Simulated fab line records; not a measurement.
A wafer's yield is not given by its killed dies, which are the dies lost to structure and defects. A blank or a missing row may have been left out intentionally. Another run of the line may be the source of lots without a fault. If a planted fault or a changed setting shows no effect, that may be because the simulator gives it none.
The same fault as seen by 2 desks | flow rit cmos | only its own numbers are on each desk; what lay behind them is given at the end

FROM THE METROLOGY DESK
Means of the sampled wafers that have a number, per lot and without regard to the tool the lot ran on: this is what the gauges read. If a lot's mean is further than 4 standard deviations from the usual mean, the lot is out of limits and carries the mark OUT (the distance appears in the brackets).
Columns: A = NRETRO_OVL at RIT_NRETRO_OVL_MEAS_06, usual -0.5 nm; B = NLDD_OVL at RIT_NLDD_OVL_MEAS_06, usual -0.1 nm; C = NLDD_RS at RIT_SDANNEAL_RS_MEAS_07, usual 151.6 ohm/sq
lot  | first seen here | A    | B    | C
L238 | day 2 05:44     | 1.6  | 1.0  | 151.4
L240 | day 2 15:52     | -2.3 | -0.6 | 151.0
L242 | day 3 02:04     | 1.6  | -0.1 | 152.1
L243 | day 3 06:10     | -1.7 | -0.7 | 151.8
L245 | day 3 16:57     | -2.0 | 1.2  | 152.5
L246 | day 3 22:07     | -0.1 | 0.4  | 151.7
L249 | day 4 13:35     | 0.8  | 2.2  | 151.6
L251 | day 4 22:09     | -1.9 | 1.4  | 151.9
L252 | day 5 04:07     | 0.4  | 1.3  | 151.6
L254 | day 5 14:17     | -1.7 | -1.1 | 151.7
L255 | day 5 18:09     | 0.6  | 0.5  | 152.0
L259 | day 6 14:04     | -1.5 | 0.7  | 164.6 (+30) OUT
L260 | day 6 19:34     | -1.2 | -0.4 | 164.7 (+30) OUT
L261 | day 7 00:01     | -1.9 | -2.6 | 151.3
This desk's result: L259, L260 out of limits, first on L259 (NLDD_RS at RIT_SDANNEAL_RS_MEAS_07), day 7 10:01. L238, L240, L242, L243, L245, L246, L249, L251, L252, L254, L255, L261: within limits.

FOR THE TOOL OWNER'S DESK: implanter-02
The tool's own readings at RIT_NLDD_IMPLANT_08, given as means over the sampled wafers that have a number, one for each lot that went through this tool. If a lot's mean is further than 4 standard deviations from the usual mean, the lot is out of limits and carries the mark OUT (the distance appears in the brackets).
Columns: A = dose ions cm2 at RIT_NLDD_IMPLANT_08, usual 5e+14; B = faraday current uA at RIT_NLDD_IMPLANT_08, usual 1572
lot  | first seen here | A               | B
L240 | day 3 03:20     | 5e+14           | 1561
L243 | day 3 20:04     | 5e+14           | 1554
L245 | day 4 05:50     | 5e+14           | 1564
L254 | day 6 01:49     | 5e+14           | 1619
L255 | day 6 06:19     | 5e+14           | 1567
L259 | day 7 01:50     | 5e+14 (-89) OUT | 1442 (-4.7) OUT
L260 | day 7 08:25     | 5e+14 (-89) OUT | 1418 (-5.5) OUT
This desk's finding: out of limits on L259, L260; first on L259, day 7 01:50 (dose ions cm2 at RIT_NLDD_IMPLANT_08). L240, L243, L245, L254, L255: within limits.

ALL TOGETHER
The tool owner's desk had the chance to raise an alarm at day 7 01:50 on L259, L260.
L259, L260 would have let the metrology desk raise an alarm at day 7 10:01.
The lots listed all ran RIT_NLDD_IMPLANT_08 on implanter-02.

WHAT THE SIMULATOR HAD INSERTED
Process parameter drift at RIT_NLDD_IMPLANT_08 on implanter-02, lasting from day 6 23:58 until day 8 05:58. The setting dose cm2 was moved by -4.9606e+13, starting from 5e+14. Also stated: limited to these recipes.
Lots struck among those shown: L259, L260.
Hours from the fault's start to each desk's first reading out of limits: the tool owner's desk, 2; the metrology desk, 10.
